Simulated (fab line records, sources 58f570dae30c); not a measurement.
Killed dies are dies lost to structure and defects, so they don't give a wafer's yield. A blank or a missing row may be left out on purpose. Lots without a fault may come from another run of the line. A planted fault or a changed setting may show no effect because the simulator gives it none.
A struck lot beside a sound one | flow berkeley_cmos170 | 17 steps out of a route of 331
Sound: wafers L532.2, L532.5, L532.6. Struck: wafers L542.1, L542.2, L542.3. The cause comes at the end.
At each step with rows: each side's tool, then ch and its chambers, then its first start. Under that, the readings that differ: sound wafers | struck wafers | difference of the means | sigmas: that difference in standard deviations of wafers without a fault.
alike: readings whose means differ by less than 2 such deviations, and words and numbers that are the same on both sides. not compared: withheld readings, readings that some wafer has no value for, bounds like >300 that may hide the same value, and numbers for which the record gives no deviation and whose values overlap.
The two part at a step that has a row with sigmas, a row that says differs or no value, or rows on one side only. Numbers that don't overlap but have no deviation are shown without sigmas and don't part them. A reading that every wafer of one side lacks parts them only if that side has two wafers or more.

first, 2 steps without rows for these wafers: UCB170_PSD_PEB_04; UCB170_PSD_DEVELOP_05 (develop time 45 s).
UCB170_PSD_CD_MEAS_06: target cd 1200 nm.
  sound on cd_sem-01, day 9 00:10; struck on cd_sem-02, day 10 11:04
  alike: cd_nm
UCB170_PSD_OVL_MEAS_07:
  sound on overlay-02, day 9 00:16; struck on overlay-01, day 10 11:11
  alike: PSD_OVL
then, 1 step without rows for these wafers: UCB170_PSD_IMPLANT_08.
UCB170_PSD_STRIP_09: strips in O2.
  sound on plasma_asher-02 ch 0,1, day 9 00:27; struck on plasma_asher-02 ch 0,1, day 10 11:23
  alike: drypump_motor_current_A, oes_product_au, strip_time_to_endpoint_s
  not compared: rf_hours_counter_h
UCB170_PSD_TW_MEAS_10:
  sound on film_metro-01, day 9 00:34; struck on film_metro-01, day 10 11:29
  alike: PSD_TW
then, 5 steps without rows for these wafers: UCB170_PSD_CLEAN_11 (cleans in SPM, time 600 s); UCB170_NSD_HMDS_00 (prime time 60 s); UCB170_NSD_COAT_01 (resist thk 900 nm); UCB170_NSD_SOFTBAKE_02 (time 60 s); UCB170_NSD_EXPOSE_03 (exposes mask NSELECT MOD, target cd 1200 nm).
UCB170_NSD_PEB_04:
  sound on litho_track-03 ch 0, day 9 01:59; struck on litho_track-01 ch 0, day 10 14:01
  reading                  | sound                | struck            | difference                    | sigmas
  heater_power_total_W (W) | 56.80 56.80 56.82    | 63.09 63.05 63.01 | +6.24                         | +99 or more
  plate_temp_C (C)         | 129.94 129.98 130.19 | - - -             | no value on the struck wafers |
  alike: exhaust_pa
then, 1 step without rows for these wafers: UCB170_NSD_DEVELOP_05 (develop time 45 s).
UCB170_NSD_CD_MEAS_06: target cd 1200 nm.
  sound on cd_sem-02, day 9 02:16; struck on cd_sem-01, day 10 14:17
  reading    | sound                | struck               | difference | sigmas
  cd_nm (nm) | 1199.7 1199.8 1200.2 | 1174.2 1174.9 1174.4 | -25.4      | -20
UCB170_NSD_OVL_MEAS_07:
  sound on overlay-02, day 9 02:22; struck on overlay-02, day 10 14:25
  reading      | sound    | struck  | difference | sigmas
  NSD_OVL (nm) | -3 -7 -2 | 4 13 13 | +14        | +3
UCB170_M3_PROBE_99:
  the record has rows for the struck wafers here (prober-01, day 11 20:29) and none for the sound ones

WHERE THEY PART
First at UCB170_NSD_PEB_04; last, within this record, at UCB170_M3_PROBE_99.

WHY: what the simulator had put in
Process parameter drift: litho_track-01, from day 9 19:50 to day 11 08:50, at UCB170_NSD_PEB_04. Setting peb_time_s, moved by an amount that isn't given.
